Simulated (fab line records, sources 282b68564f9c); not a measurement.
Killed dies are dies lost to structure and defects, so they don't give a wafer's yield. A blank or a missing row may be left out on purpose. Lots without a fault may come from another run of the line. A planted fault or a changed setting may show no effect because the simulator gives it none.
Which tool did it? | flow rit_cmos | 9 lots, 27 wafers sampled, at 3 steps of a route of 202

WHAT THE GAUGES READ, wafer by wafer
RIT_PWELL_TW_MEAS_10. Usual: PWELL_TW 941, standard deviation 6.6.
lot  | measured    | on            | PWELL_TW       | flag
L673 | day 2 03:02 | film_metro-03 | 930 937 933    |
L674 | day 2 08:57 | film_metro-03 | 935 931 936    |
L675 | day 2 15:01 | film_metro-04 | 940 943 942    |
L676 | day 2 15:42 | film_metro-03 | 935 930 929    |
L677 | day 2 23:58 | film_metro-01 | 938 938 941    |
L678 | day 3 03:38 | film_metro-03 | 2343 2331 2349 | OFF
L679 | day 3 06:19 | film_metro-03 | 2345 2348 2343 | OFF
L680 | day 3 11:12 | film_metro-04 | 2379 2376 2381 | OFF
L681 | day 3 18:52 | film_metro-01 | 2364 2361 2368 | OFF

RIT_WELLDRIVE_RS_MEAS_02: measures by four-point-probe. Usual: PWELL_RS 429.8 ohm/sq, standard deviation 1.2.
lot  | measured    | on            | PWELL_RS (ohm/sq) | flag
L673 | day 2 09:11 | film_metro-03 | 432.0 430.5 430.5 |
L674 | day 2 15:00 | film_metro-03 | 428.5 428.4 429.3 |
L675 | day 2 20:47 | film_metro-03 | 432.4 432.1 432.6 |
L676 | day 2 21:38 | film_metro-04 | 428.2 431.3 430.2 |
L677 | day 3 05:14 | film_metro-01 | 430.5 429.6 431.4 |
L678 | day 3 10:20 | film_metro-03 | 83.8 83.5 83.5    | OFF
L679 | day 3 12:18 | film_metro-03 | 83.5 83.7 83.5    | OFF
L680 | day 3 17:23 | film_metro-03 | 83.6 83.6 83.7    | OFF
L681 | day 4 00:16 | film_metro-03 | 83.5 83.6 83.4    | OFF

WHICH TOOL RAN EACH LOT (tool, then ch and the chambers of the sampled wafers, then the start)
lot  | RIT_PWELL_IMPLANT_08
L673 | implanter-04 ch 0, day 2 02:43
L674 | implanter-02 ch 0, day 2 08:38
L675 | implanter-03 ch 0, day 2 14:42
L676 | implanter-02 ch 0, day 2 15:22
L677 | implanter-04 ch 0, day 2 23:39
L678 | implanter-03 ch 0, day 3 03:20
L679 | implanter-02 ch 0, day 3 05:59
L680 | implanter-03 ch 0, day 3 10:53
L681 | implanter-03 ch 0, day 3 18:33
- RIT_PWELL_IMPLANT_08

WHAT THE TOOLS THEMSELVES READ (means of the sampled wafers that have a number; where no wafer has one, the mark that the record gives instead)
The record holds no such reading with a usual standard deviation.

THE ANSWER, worked out from the rows above alone
Rule: a lot is off if the mean of its wafers that have a number lies more than 3 standard deviations from the usual mean. A lot without any number at a reading at which 4 lots or more have one is off too. The other lots that the step has rows for count as sound. The gauges are gone through in route order, then the tools' own readings, and for those a lot's mean is taken as printed above. The first step at which some lot is off is used, and at that step the reading that is off furthest; a lot without a number counts as furthest.
Off: L678, L679, L680, L681, at RIT_PWELL_TW_MEAS_10 (PWELL_TW).
A tool fits if, at a process step before that reading, it ran every lot that is off, and no sound lot after the first of them. The gauges at RIT_PWELL_TW_MEAS_10 are tried like those tools. None of those tried fits.

WHAT THE SIMULATOR HAD PUT IN
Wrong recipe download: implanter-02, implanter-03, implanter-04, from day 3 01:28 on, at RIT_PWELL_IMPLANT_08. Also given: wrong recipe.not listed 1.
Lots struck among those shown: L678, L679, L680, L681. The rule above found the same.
